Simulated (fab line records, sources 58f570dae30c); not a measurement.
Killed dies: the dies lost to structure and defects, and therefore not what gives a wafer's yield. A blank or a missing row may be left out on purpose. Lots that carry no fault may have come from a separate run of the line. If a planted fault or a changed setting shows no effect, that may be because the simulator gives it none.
Comparing a struck lot with a sound one + flow berkeley_cmos170 + 17 out of 331 route steps
Sound: these wafers, L368.1, L368.3, L368.4. Wafers L380.4, L380.5 were the ones struck. At the end, the cause is stated.
Order at every step that has rows: each side's tool, ch and its chambers, its first start. Under that, the readings that differ: sound wafers + struck wafers + difference of the means + sigmas: that difference in standard deviations of wafers without a fault.
alike: a reading whose means differ by less than 2 such deviations, as well as words and numbers matching on both sides. not compared: withheld readings; readings where some wafer has no value; bounds like >300 that might hide an equal value; numbers whose values overlap and for which the record gives no deviation.
The two part at a step that has a row with sigmas, a row that says differs or no value, or rows on one side only. Numbers that don't overlap but have no deviation are shown without sigmas and don't part them. Lack of a reading on every wafer of one side parts them only where that side has two or more wafers.

first, 1 step without rows for these wafers: UCB170_M3_SOFTBAKE_06 (time 60 s).
UCB170_M3_STRIP_07: strips in O2.
  sound on plasma_asher-01 ch 0,1, day 8 20:11; struck on plasma_asher-04 ch 0, day 11 07:43
  alike: drypump_motor_current_A, oes_product_au, strip_time_to_endpoint_s
  not compared: rf_hours_counter_h
then, 7 steps without rows for these wafers: UCB170_M3_STRIP_08 (strips KrF in DMSO, time 600 s); UCB170_M3_COAT_09; UCB170_M3_COAT_10 (resist thk 900 nm); UCB170_M3_SOFTBAKE_11 (time 60 s); UCB170_M3_EXPOSE_12 (exposes mask METAL3, target cd 700 nm); UCB170_M3_PEB_13; UCB170_M3_DEVELOP_14 (develop time 45 s).
UCB170_M3_CD_MEAS_15: target cd 700 nm.
  sound on cd_sem-01, day 8 22:38; struck on cd_sem-01, day 11 10:08
  alike: cd_nm
UCB170_M3_OVL_MEAS_16:
  sound on overlay-02, day 8 22:46; struck on overlay-01, day 11 10:13
  alike: M3_OVL
UCB170_M3_ETCH_17: etches BARC in N2/H2.
  sound on rie_diel-04 ch 0,2, day 8 22:47; struck on rie_diel-03 ch 0,3, day 11 10:14
  alike: drypump_motor_current_A, oes_product_au, throttle_valve_pct
UCB170_M3_METAL_ETCH_18: etches Al in Cl2/BCl3, stops on SiO2, target depth 1170 nm, time 195 s.
  sound on rie_metal-03 ch 0,1, day 8 22:50; struck on rie_metal-02 ch 0, day 11 10:20
| reading                             | sound             | struck      | difference | sigmas |
|-------------------------------------|-------------------|-------------|------------|--------|
| oes_product_au (a.u.)               | 0.869 0.865 0.837 | 1.025 1.021 | +0.166     | +12    |
| model.KrF_of_M3_COAT_10.thk_nm (nm) | 211.4 214.9 231   | 412.1 411.9 | +192.9     |        |
| model.M3.feature_depth_nm (nm)      | 976.9 959.3 956.1 | 819.7 820.8 | -143.9     |        |
| model.etch.depth_nm (nm)            | 920.9 903.6 899.8 | 819.7 820.8 | -87.9      |        |
  alike: drypump_motor_current_A, throttle_valve_pct
  not compared: rf_hours_counter_h
UCB170_M3_STRIP_19: strips in O2.
  sound on plasma_asher-04 ch 0,1, day 8 23:01; struck on plasma_asher-04 ch 0, day 11 10:30
| reading               | sound             | struck      | difference | sigmas |
|-----------------------|-------------------|-------------|------------|--------|
| oes_product_au (a.u.) | 0.542 0.530 0.566 | 0.720 0.717 | +0.172     | +10    |
  alike: drypump_motor_current_A
  not compared: rf_hours_counter_h
UCB170_M3_CD_MEAS_90: target cd 700 nm.
  sound on cd_sem-01, day 8 23:07; struck on cd_sem-01, day 11 10:38
| reading    | sound       | struck  | difference | sigmas |
|------------|-------------|---------|------------|--------|
| cd_nm (nm) | 699 699 703 | 716 715 | +15        | +4     |
UCB170_M3_BOW_MEAS_20:
  sound on film_metro-02, day 8 23:14; struck on film_metro-03, day 11 10:45
  alike: M3_BOW
UCB170_M3_PROBE_99:
  sound on prober-01, day 8 23:22; struck on prober-01, day 11 10:58
| reading                           | sound | struck | difference | sigmas |
|-----------------------------------|-------|--------|------------|--------|
| model.etest.antenna_m2.short      | 0 0 0 | 1 1    | +1         |        |
| model.etest.antenna_m3.over_limit | 0 0 0 | 1 1    | +1         |        |
| model.etest.antenna_m2.over_limit | 0 0 0 | 1 1    | +1         |        |
| model.etest.antenna_m3.short      | 0 0 0 | 1 1    | +1         |        |

WHERE THEY PART
At UCB170_M3_METAL_ETCH_18 first; at UCB170_M3_CD_MEAS_90 last (within this record only). Later steps at which nothing parts them and some readings are alike: UCB170_M3_BOW_MEAS_20.

WHY: what the simulator had put in
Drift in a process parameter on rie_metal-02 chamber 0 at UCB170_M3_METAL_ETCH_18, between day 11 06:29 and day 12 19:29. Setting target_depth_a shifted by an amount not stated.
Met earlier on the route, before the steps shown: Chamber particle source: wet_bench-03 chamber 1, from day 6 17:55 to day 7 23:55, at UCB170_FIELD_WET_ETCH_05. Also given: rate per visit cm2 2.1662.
